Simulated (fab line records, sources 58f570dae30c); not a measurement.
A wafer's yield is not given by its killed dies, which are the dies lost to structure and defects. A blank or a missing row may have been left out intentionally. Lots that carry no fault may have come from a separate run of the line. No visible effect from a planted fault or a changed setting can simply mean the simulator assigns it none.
Comparing a struck lot with a sound one + flow berkeley-cmos170 + 17 out of 331 route steps
Sound: the wafers L227.2, L227.4, L227.6. The struck wafers were L240.2, L240.3, L240.5. At the end, the cause is stated.
For every step that has rows: the tool of each side, followed by ch and its chambers, followed by its first start. Under that, the readings that differ: sound wafers + struck wafers + difference of the means + sigmas: that difference in standard deviations of wafers without a fault.
alike: words and numbers the same on both sides, and readings whose means are apart by under 2 such deviations; not compared: readings that were withheld, readings missing a value for some wafer, numbers with overlapping values and no deviation given by the record, and bounds like >300 which may hide the same value.
A row with sigmas, a row that says differs or no value, or rows on one side alone: a step with any of these is where the two part. Numbers that have no deviation but don't overlap get no sigmas and don't part them. Lack of a reading on every wafer of one side parts them only where that side has two or more wafers.

UCB170_CONTACT_STRIP_06: strips in O2.
  sound on plasma-asher-04 ch 0,1, day 9 04:16; struck on plasma-asher-04 ch 1, day 12 01:16
  alike: drypump-motor-current-A, oes-product-au, strip-time-to-endpoint-s
  not compared: rf-hours-counter-h
then, 1 step without rows for these wafers: UCB170_CONTACT_CLEAN_07 (cleans in SPM, time 600 s).
UCB170_CONTACT_RTA_08: time 10 s.
  sound on rtp-anneal-02 ch 0, day 9 04:33; struck on rtp-anneal-01 ch 0, day 12 01:32
| reading            | sound          | struck         | difference | sigmas |
|--------------------|----------------|----------------|------------|--------|
| lamp-power-pct (%) | 30.3 30.4 30.4 | 25.5 25.5 25.5 | -4.9       | -2     |
  alike: wafer_temp_C_max
then, 6 steps without rows for these wafers: UCB170_CONTACT_COAT_09; UCB170_CONTACT_COAT_10 (resist thk 900 nm); UCB170_CONTACT_SOFTBAKE_11 (time 60 s); UCB170_CONTACT_EXPOSE_12 (exposes mask CONT, target cd 700 nm); UCB170_CONTACT_PEB_13; UCB170_CONTACT_DEVELOP_14 (develop time 45 s).
UCB170_CONTACT_CD_MEAS_15: the cd target is 700 nm.
  struck on cd-sem-02, day 12 02:37; sound on cd-sem-01, day 9 05:56
  alike: cd-nm
UCB170_CONTACT_OVL_MEAS_16:
  struck on overlay-01, day 12 02:44; sound on overlay-01, day 9 06:02
  alike: CONTACT_OVL
UCB170_CONTACT_ETCH_17: etches BARC in N2/H2.
  sound on rie-diel-03 ch 0,1,3, day 9 06:04; struck on rie-diel-04 ch 1,2,3, day 12 02:46
  alike: bias-w, drypump-motor-current-A, oes-product-au, throttle-valve-pct
UCB170_CONTACT_ETCH_18: etches PSG in CHF3/CF4/Ar, stops on TiSi2, target depth 840 nm, time 195 s.
  sound on rie-diel-03 ch 0,1,3, day 9 06:00; struck on rie-diel-04 ch 1,2,3, day 12 02:00
| reading                                  | sound             | struck            | difference | sigmas      |
|------------------------------------------|-------------------|-------------------|------------|-------------|
| oes-product-au (a.u.)                    | 0.894 0.886 0.875 | 0.665 0.652 0.653 | -0.228     | -21         |
| run-length-s (s)                         | 223.6 223.1 222.6 | 379.0 379.7 379.1 | +156.2     | +99 or more |
| model.KrF_of_CONTACT_COAT_10.thk-nm (nm) | 697.5 695.5 687.4 | 547.9 542.7 534.7 | -151.7     |             |
| model.CONTACT.cd-nm (nm)                 | 699.2 700.6 701.2 | 706.2 707.6 707.1 | +6.6       |             |
  alike: drypump-motor-current-A, throttle-valve-pct
  not compared: rf-hours-counter-h
UCB170_CONTACT_STRIP_19: strips in O2.
  sound on plasma-asher-02 ch 0,1, day 9 06:14; struck on plasma-asher-03 ch 0,1, day 12 02:55
  alike: drypump-motor-current-A, oes-product-au
  not compared: rf-hours-counter-h
UCB170_CONTACT_CD_MEAS_90: the cd target is 700 nm.
  struck on cd-sem-02, day 12 03:02; sound on cd-sem-02, day 9 06:22
| reading    | sound             | struck            | difference | sigmas |
|------------|-------------------|-------------------|------------|--------|
| cd-nm (nm) | 699.6 700.2 700.9 | 706.3 707.1 707.4 | +6.7       | +4     |
then, 1 step without rows for these wafers: UCB170_CONTACT_CLEAN_20 (cleans in SPM, time 600 s).
UCB170_M3_PROBE_99:
  struck on prober-02, day 12 22:37; sound on prober-02, day 10 00:45
| reading                                                 | sound                        | struck                     | difference | sigmas |
|---------------------------------------------------------|------------------------------|----------------------------|------------|--------|
| model.etest.antenna-contact.gate-log10-a-cm2            | -8.473 -8.322 -7.729         | -6.47 -6.312 -6.052        | +1.90      |        |
| model.etest.contact-diode-array.leak-log10-a (angstrom) | -11.4 -11.6 -11.41           | -11.05 -11.14 -11.02       | +0.40      |        |
| model.etest.contact-ppoly.rc-ohm                        | 1.669 1.688 1.659            | 1.542 1.568 1.571          | -0.112     |        |
| model.etest.contact-npoly.rc-ohm                        | 1.681 1.647 1.722            | 1.612 1.557 1.583          | -0.099     |        |
| model.etest.contact-pplus.rc-ohm                        | 1.572 1.617 1.602            | 1.52 1.486 1.469           | -0.11      |        |
| model.etest.contact-nplus.rc-ohm                        | 1.582 1.605 1.641            | 1.495 1.518 1.448          | -0.122     |        |
| model.etest.antenna-contact.vt-shift-v (V)              | -0.006759 -0.009518 -0.01577 | -0.03743 -0.03253 -0.04484 | -0.02758   |        |

== WHERE THEY PART ==
Earliest at UCB170_CONTACT_RTA_08; latest, in this record, at UCB170_CONTACT_CD_MEAS_90.

WHY: what had been put in by the simulator
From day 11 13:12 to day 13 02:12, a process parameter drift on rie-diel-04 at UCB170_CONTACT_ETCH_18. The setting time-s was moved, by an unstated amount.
